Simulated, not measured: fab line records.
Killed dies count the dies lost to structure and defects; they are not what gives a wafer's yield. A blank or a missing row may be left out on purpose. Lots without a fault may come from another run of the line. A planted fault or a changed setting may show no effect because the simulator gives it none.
Problem report, 8D (eight disciplines) form, completed by code / flow berkeleyCmos170 / the parts of the form that need people (team, actions taken, sign-off) are left out

1. WHAT IS WRONG
At UCB170_M2_SPUTTER_01, chamberPressurePa averages 0.4540 Pa over 3 wafers from 3 lots, while fault-free wafers read 0.4999 Pa, standard deviation 0.001. That is -46 standard deviations from the usual mean.
The step: material Al, target thk 900 nm, time 120 s.
The first sign was on wafer L123.1 at day 8 22:34, on pvdSputter-03. Wafers with a number at this step in the record: 45, from 15 lots. By rule, "out" or "out of limits" means more than 4 standard deviations away from the usual mean. Any other wafer with a number is counted as sound.

2. WHAT IT IS, WHAT IT ISN'T
question=which readings at this step | is=chamberPressurePa | is not=-
question=which lots | is=L123, L125, L126 | is not=L113, L114, L115, L116, L117, L118, L128, L130, L131, L133, L134, L136
question=which wafers of those lots | is=L123.1, L125.4, L126.3 | is not=L123.3, L123.4, L125.2, L125.5, L126.4, L126.5
question=read on which tools | is=pvdSputter-03 | is not=pvdSputter-01, pvdSputter-02
question=when | is=from day 8 22:34 | is not=up to then (20 sound wafers); but 22 sound wafers of L125, L126, L128, L130, L131, L133, L134, L136 came after

3. SUSPECTS, AND WHAT RULES EACH OUT
Counting: if a tool at a process step up to the reading ran every lot that is out, it stays a suspect. Sound lots after the first of them don't rule it out here, since some wafers of a struck lot are sound.
- pvdSputter-03 at UCB170_M2_SPUTTER_01 (material Al, target thk 900 nm, time 120 s): kept. Ran every lot that is out, first one L123 (day 8 22:34); last sound lot up to then L118 (day 8 00:49). Out on those wafers are its own readings of chamberPressurePa.
The count leaves pvdSputter-03 at UCB170_M2_SPUTTER_01.

4. THE CAUSE (what the simulator had put in)
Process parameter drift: pvdSputter-03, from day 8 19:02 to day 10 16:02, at UCB170_M2_SPUTTER_01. Setting chamberPressurePa shifted by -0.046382 from 0.5. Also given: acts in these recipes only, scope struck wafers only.
Counting left only this tool.

5. THE EFFECT CHAIN, in route order
Each row: a reading whose mean over the struck wafers that have a number lies more than 3 standard deviations from the usual. Only readings whose record carries a usual standard deviation are examined. hours: median over the lots of the time between each lot's start at the first step of this table that gives one and its start at this step. sigmas: the change, counted in usual standard deviations.
hours=0; step=UCB170_M2_SPUTTER_01; reading=chamberPressurePa; usual=0.4999 Pa; on struck wafers=0.4540; change=-0.0459; sigmas=-46
hours=0; step=UCB170_M2_RS_MEAS_02; reading=M2_AL_RS; usual=0.0321 ohm/sq; on struck wafers=0.0306; change=-0.0015; sigmas=-3.6
Here are the process steps it includes:
- UCB170_M2_SPUTTER_01: material Al, target thk 900 nm, time 120 s.

6. HOW IT WOULD HAVE BEEN CAUGHT EARLIER
The fault began at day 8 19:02; the first out-of-limits reading in this record came at day 8 22:34, 4 hours later.
